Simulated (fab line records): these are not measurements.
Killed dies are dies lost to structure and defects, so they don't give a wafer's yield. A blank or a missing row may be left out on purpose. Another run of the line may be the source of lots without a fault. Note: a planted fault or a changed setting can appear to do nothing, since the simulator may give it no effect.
2 desks, one fault || flow berkeley cmos170 || every desk sees just its own numbers, and what lay behind them comes last

METROLOGY DESK
What the gauges read, lot by lot, whatever tool the lot ran on: means of the sampled wafers that have a number. Any lot whose mean is over 4 standard deviations away from the usual mean is out of limits and marked OUT; that distance is given in the brackets.
Columns: A = FIELD_OXIDE_THK at UCB170_FIELD_THK_MEAS_02, usual 547 nm; B = FIELD_OXIDE_LEFT_1_THK at UCB170_FIELD_THK_MEAS_90, usual 431 nm; C = FIELD_OXIDE_LEFT_2_THK at UCB170_FIELD_THK_MEAS_91, usual 342 nm; D = cd nm at UCB170_M2_CD_MEAS_90, usual 699.2 nm
{"lot": "L726", "first seen here": "day 5 04:29", "A": 531, "B": 413, "C": 324, "D": 700.0}
{"lot": "L728", "first seen here": "day 5 15:47", "A": 547, "B": 430, "C": 342, "D": 698.8}
{"lot": "L729", "first seen here": "day 5 15:47", "A": 556, "B": 440, "C": 351, "D": 698.7}
{"lot": "L727", "first seen here": "day 5 15:52", "A": 547, "B": 430, "C": 342, "D": 694.8}
{"lot": "L731", "first seen here": "day 5 23:22", "A": 543, "B": 426, "C": 337, "D": 698.5}
{"lot": "L730", "first seen here": "day 5 23:23", "A": 552, "B": 438, "C": 350, "D": 700.1}
{"lot": "L733", "first seen here": "day 6 15:32", "A": 538, "B": 421, "C": 332, "D": 697.9}
{"lot": "L734", "first seen here": "day 6 20:14", "A": 541, "B": 425, "C": 337, "D": 704.6}
{"lot": "L737", "first seen here": "day 7 05:16", "A": 534, "B": 417, "C": 329, "D": 699.0}
{"lot": "L736", "first seen here": "day 7 05:19", "A": 540, "B": 423, "C": 334, "D": 700.0}
{"lot": "L738", "first seen here": "day 7 17:36", "A": 559, "B": 442, "C": 354, "D": 697.7}
{"lot": "L741", "first seen here": "day 8 01:54", "A": 557, "B": 440, "C": 352, "D": 698.7}
{"lot": "L742", "first seen here": "day 8 12:55", "A": 588, "B": 472, "C": 384, "D": 698.0}
{"lot": "L744", "first seen here": "day 8 12:55", "A": 588, "B": 472, "C": 384, "D": 700.8}
This desk's verdict: no lot among the 14 shows anything out of limits.

TOOL OWNER'S DESK, furnace-01
The tool's own readings at UCB170_FIELD_OXIDATION_01 (target thk 558.3 nm, ox time 6964 s): means of the sampled wafers that have a number, for each lot that ran on this tool. Any lot whose mean is over 4 standard deviations away from the usual mean is out of limits and marked OUT; that distance is given in the brackets.
Columns: A = spike tc centre C at UCB170_FIELD_OXIDATION_01, usual 1001.2 C; B = spike tc load C at UCB170_FIELD_OXIDATION_01, usual 1027.4 C; C = spike tc source C at UCB170_FIELD_OXIDATION_01, usual 1024.2 C; D = tube center temp C at UCB170_FIELD_OXIDATION_01, usual 1000 C; E = tube_center_temp_C_max at UCB170_FIELD_OXIDATION_01, usual 1002.6
{"lot": "L734", "first seen here": "day 6 17:14", "A": 1001.5, "B": 1026.8, "C": 1023.1, "D": 1000, "E": 1002.3}
{"lot": "L738", "first seen here": "day 7 14:35", "A": 1003.0, "B": 1027.5, "C": 1023.6, "D": 1000, "E": 1002.3}
{"lot": "L741", "first seen here": "day 7 22:53", "A": 1002.5, "B": 1027.2, "C": 1023.9, "D": 1000, "E": 1002.2}
{"lot": "L742", "first seen here": "day 8 09:55", "A": "1010.9 (+8.1) OUT", "B": "1035.6 (+4.6) OUT", "C": "1031.7 (+5.8) OUT", "D": "1008 (+87) OUT", "E": "1010.7 (+19) OUT"}
{"lot": "L744", "first seen here": "day 8 09:55", "A": "1010.7 (+7.9) OUT", "B": "1035.9 (+4.7) OUT", "C": "1029.8 (+4.3) OUT", "D": "1008 (+87) OUT", "E": "1010.5 (+18) OUT"}
This desk's verdict: out of limits on L742, L744, starting with L742 at day 8 09:55 (spike tc centre C at UCB170_FIELD_OXIDATION_01). Within limits: L734, L738, L741.

TAKEN TOGETHER
At day 8 09:55, on L742, L744, the tool owner's desk was in a position to raise an alarm.
The metrology desk saw nothing out of limits.
The metrology desk holds a record of L742, L744, inside its limits.
Every lot named ran UCB170_FIELD_OXIDATION_01 on furnace-01.

WHAT THE SIMULATOR PUT IN
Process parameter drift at UCB170_FIELD_OXIDATION_01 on furnace-01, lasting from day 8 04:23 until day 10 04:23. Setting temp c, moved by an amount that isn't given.
Struck lots among those shown: L742, L744.
Hours from the fault's start to each desk's first reading out of limits: the tool owner's desk, 6.
